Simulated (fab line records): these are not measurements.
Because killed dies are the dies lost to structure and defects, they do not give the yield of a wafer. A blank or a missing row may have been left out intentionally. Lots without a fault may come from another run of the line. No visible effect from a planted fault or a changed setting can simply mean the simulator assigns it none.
Which tool did it?    flow berkeley_cmos170    42 wafers from 14 lots sampled at 3 of the route's 331 steps

WHAT THE GAUGES SHOWED, per wafer
UCB170_PVT_OVL_MEAS_06. Usual: for PVT_OVL the level is 4 nm and the standard deviation is 6.2.
lot   measured      on          PVT_OVL (nm)  flag
L329  day 7 13:44   overlay-02  2 3 7         
L330  day 7 20:41   overlay-01  -1 1 -4       
L335  day 8 23:38   overlay-01  -3 -3 -2      
L333  day 8 23:55   overlay-02  4 14 4        
L340  day 9 19:07   overlay-01  7 13 10       
L339  day 9 19:25   overlay-02  7 11 15       
L342  day 10 02:25  overlay-02  9 0 -3        
L344  day 10 02:41  overlay-02  2 4 8         
L345  day 10 16:38  overlay-01  -13 -10 -4    
L348  day 11 01:17  overlay-01  9 13 13       
L349  day 11 01:31  overlay-02  10 5 8        
L350  day 11 09:07  overlay-01  4 4 0         
L352  day 11 23:07  overlay-02  10 8 4        
L351  day 12 00:44  overlay-02  11 8 6        

UCB170_M1_CD_MEAS_09: target cd 700 nm. Usual: 700.1 nm for cd_nm, sd 1.3.
lot   measured      on         cd_nm (nm)         flag
L329  day 9 04:10   cd_sem-01  700.3 701.7 700.5  
L330  day 9 10:54   cd_sem-01  699.5 698.5 699.9  
L335  day 10 22:44  cd_sem-01  699.3 701.2 702.1  
L333  day 11 01:34  cd_sem-02  698.0 699.2 698.5  
L340  day 11 17:32  cd_sem-02  700.0 700.3 701.1  
L339  day 11 17:19  cd_sem-02  699.0 699.5 699.8  
L342  day 12 05:36  cd_sem-01  700.5 701.2 699.0  
L344  day 12 02:38  cd_sem-01  699.5 699.9 699.5  
L345  day 12 13:32  cd_sem-02  700.7 702.1 700.8  
L348  day 12 17:20  cd_sem-01  700.3 700.3 699.9  
L349  day 12 17:26  cd_sem-02  699.8 699.8 700.2  
L350  day 13 12:30  cd_sem-01  700.9 701.9 701.8  
L352  day 13 20:39  cd_sem-01  702.1 703.0 703.5  
L351  day 13 17:49  cd_sem-02  700.9 700.5 700.5  

TOOL THAT RAN EACH LOT (tool first, then ch and the chambers of the sampled wafers, then the start)
lot   UCB170_SILICIDE_PRE_CLEAN_00
L329  pvd_sputter-02, day 8 20:31
L330  pvd_sputter-02, day 9 05:03
L335  pvd_sputter-03, day 10 15:07
L333  pvd_sputter-03, day 10 16:05
L340  pvd_sputter-03, day 11 06:52
L339  pvd_sputter-01, day 11 06:52
L342  pvd_sputter-02, day 11 18:11
L344  pvd_sputter-01, day 11 17:22
L345  pvd_sputter-02, day 12 04:03
L348  pvd_sputter-03, day 12 06:57
L349  pvd_sputter-01, day 12 07:53
L350  pvd_sputter-03, day 12 23:58
L352  pvd_sputter-01, day 13 12:59
L351  pvd_sputter-02, day 13 09:44
- UCB170_SILICIDE_PRE_CLEAN_00: preclean etch time 60 s.

AS READ BY THE TOOLS THEMSELVES (means over the sampled wafers that have a number; for cases with no such wafer, the mark the record gives instead)
The record holds no such reading with a usual standard deviation.

THE ANSWER, worked out from the rows above alone
Rule: lot off if the mean of its wafers having a number is beyond 3 standard deviations from the usual mean. Also off: a lot with no number at a reading for which 4 or more lots have one. All remaining lots with rows at the step are treated as sound. After the gauges, taken in route order, come the tools' own readings; for these a lot's mean is taken, as printed above. The first step at which some lot is off is used, and at that step the reading that is off furthest; a lot without a number counts as furthest.
Across all readings shown, no lot is off: no conclusion can be drawn from this.

WHAT HAD BEEN PUT IN BY THE SIMULATOR
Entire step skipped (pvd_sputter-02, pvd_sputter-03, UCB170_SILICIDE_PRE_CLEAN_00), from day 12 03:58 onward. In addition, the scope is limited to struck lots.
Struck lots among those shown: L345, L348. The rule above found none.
